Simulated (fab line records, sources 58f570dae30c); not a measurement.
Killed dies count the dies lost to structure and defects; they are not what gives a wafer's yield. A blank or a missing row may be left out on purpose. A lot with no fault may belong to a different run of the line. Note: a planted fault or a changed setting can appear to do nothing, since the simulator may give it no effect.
Which of the tools did it? || flow berkeley-cmos170 || 14 lots, 42 wafers sampled, at 2 steps of a route of 331

## WHAT EACH GAUGE READ, for each wafer
UCB170_NLDD_OVL_MEAS_07.
{"lot": "L657", "measured": "day 7 01:49", "on": "overlay-01", "NLDD_OVL (nm)": "-3 1 3"}
{"lot": "L656", "measured": "day 7 02:01", "on": "overlay-01", "NLDD_OVL (nm)": "-6 -1 -1"}
{"lot": "L658", "measured": "day 7 20:41", "on": "overlay-02", "NLDD_OVL (nm)": "7 6 6"}
{"lot": "L661", "measured": "day 8 04:20", "on": "overlay-02", "NLDD_OVL (nm)": "6 2 1"}
{"lot": "L660", "measured": "day 8 04:53", "on": "overlay-01", "NLDD_OVL (nm)": "5 6 2"}
{"lot": "L659", "measured": "day 8 05:19", "on": "overlay-01", "NLDD_OVL (nm)": "-3 -6 -2"}
{"lot": "L664", "measured": "day 8 20:30", "on": "overlay-02", "NLDD_OVL (nm)": "1 0 -4"}
{"lot": "L667", "measured": "day 9 17:18", "on": "overlay-02", "NLDD_OVL (nm)": "264 258 255"}
{"lot": "L665", "measured": "day 9 17:39", "on": "overlay-02", "NLDD_OVL (nm)": "259 259 269"}
{"lot": "L669", "measured": "day 9 23:08", "on": "overlay-01", "NLDD_OVL (nm)": "-3 -2 -6"}
{"lot": "L673", "measured": "day 10 15:46", "on": "overlay-02", "NLDD_OVL (nm)": "-2 -3 2"}
{"lot": "L675", "measured": "day 12 01:49", "on": "overlay-02", "NLDD_OVL (nm)": "1 -7 -7"}
{"lot": "L678", "measured": "day 12 19:16", "on": "overlay-02", "NLDD_OVL (nm)": "3 3 6"}
{"lot": "L679", "measured": "day 12 19:32", "on": "overlay-01", "NLDD_OVL (nm)": "-3 -1 -6"}

## TOOL THAT RAN EACH LOT (tool first, then ch and the chambers of the sampled wafers, then the start)
{"lot": "L657", "UCB170_NLDD_EXPOSE_03": "krf-scanner-02 ch 0, day 7 00:55"}
{"lot": "L656", "UCB170_NLDD_EXPOSE_03": "krf-scanner-02 ch 0, day 7 01:18"}
{"lot": "L658", "UCB170_NLDD_EXPOSE_03": "krf-scanner-02 ch 0, day 7 20:11"}
{"lot": "L661", "UCB170_NLDD_EXPOSE_03": "krf-scanner-02 ch 0, day 8 03:13"}
{"lot": "L660", "UCB170_NLDD_EXPOSE_03": "krf-scanner-01 ch 0, day 8 04:04"}
{"lot": "L659", "UCB170_NLDD_EXPOSE_03": "krf-scanner-02 ch 0, day 8 04:35"}
{"lot": "L664", "UCB170_NLDD_EXPOSE_03": "krf-scanner-02 ch 0, day 8 19:59"}
{"lot": "L667", "UCB170_NLDD_EXPOSE_03": "krf-scanner-01 ch 0, day 9 15:59"}
{"lot": "L665", "UCB170_NLDD_EXPOSE_03": "krf-scanner-01 ch 0, day 9 16:16"}
{"lot": "L669", "UCB170_NLDD_EXPOSE_03": "krf-scanner-02 ch 0, day 9 22:24"}
{"lot": "L673", "UCB170_NLDD_EXPOSE_03": "krf-scanner-02 ch 0, day 10 14:59"}
{"lot": "L675", "UCB170_NLDD_EXPOSE_03": "krf-scanner-02 ch 0, day 12 01:19"}
{"lot": "L678", "UCB170_NLDD_EXPOSE_03": "krf-scanner-02 ch 0, day 12 18:20"}
{"lot": "L679", "UCB170_NLDD_EXPOSE_03": "krf-scanner-02 ch 0, day 12 18:50"}
- UCB170_NLDD_EXPOSE_03: exposes mask NSELECT, target cd 1200 nm.

## AS READ BY THE TOOLS THEMSELVES (means over the sampled wafers that have a number; for cases with no such wafer, the mark the record gives instead)
The record holds no such reading with a usual standard deviation.

## THE ANSWER, worked out from the rows above alone
Rule: the lots themselves supply what counts as usual. Put in order of their means at a reading, lots are off if they are a third of the lots or fewer, leave a main group of 4 or more, and stand apart from it by a gap of 3 or more times the standard deviation of the main group's means; of several such gaps the widest counts. A main group is skipped when, at the precision printed for the reading in the tables above, its means are all equal. A lot without any number at a reading at which 4 lots or more have one is off too. All remaining lots with rows at the step are treated as sound. First the gauges in route order, then the tools' own readings, where a lot's mean is used as printed above. The first step at which some lot is off is used, and at that step the reading that is off furthest; a lot without a number counts as furthest.
Off: L667, L665, seen at UCB170_NLDD_OVL_MEAS_07 (NLDD_OVL). The main group: mean -0 nm, standard deviation 3.5.
A tool fits if, at a process step before that reading, it ran every lot that is off, and no sound lot after the first of them. The gauges at UCB170_NLDD_OVL_MEAS_07 are tried like those tools. One fits: krf-scanner-01 at UCB170_NLDD_EXPOSE_03. A fault onset in the window from L660 (day 8 04:04, its last sound lot) to L667 (day 9 15:59, its first lot off) fits.

## WHAT HAD BEEN PUT IN BY THE SIMULATOR
Scanner matching overlay: krf-scanner-01, from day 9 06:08 on, at UCB170_NLDD_EXPOSE_03. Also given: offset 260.
Shown lots that were struck: L667, L665. Same finding as the rule above.
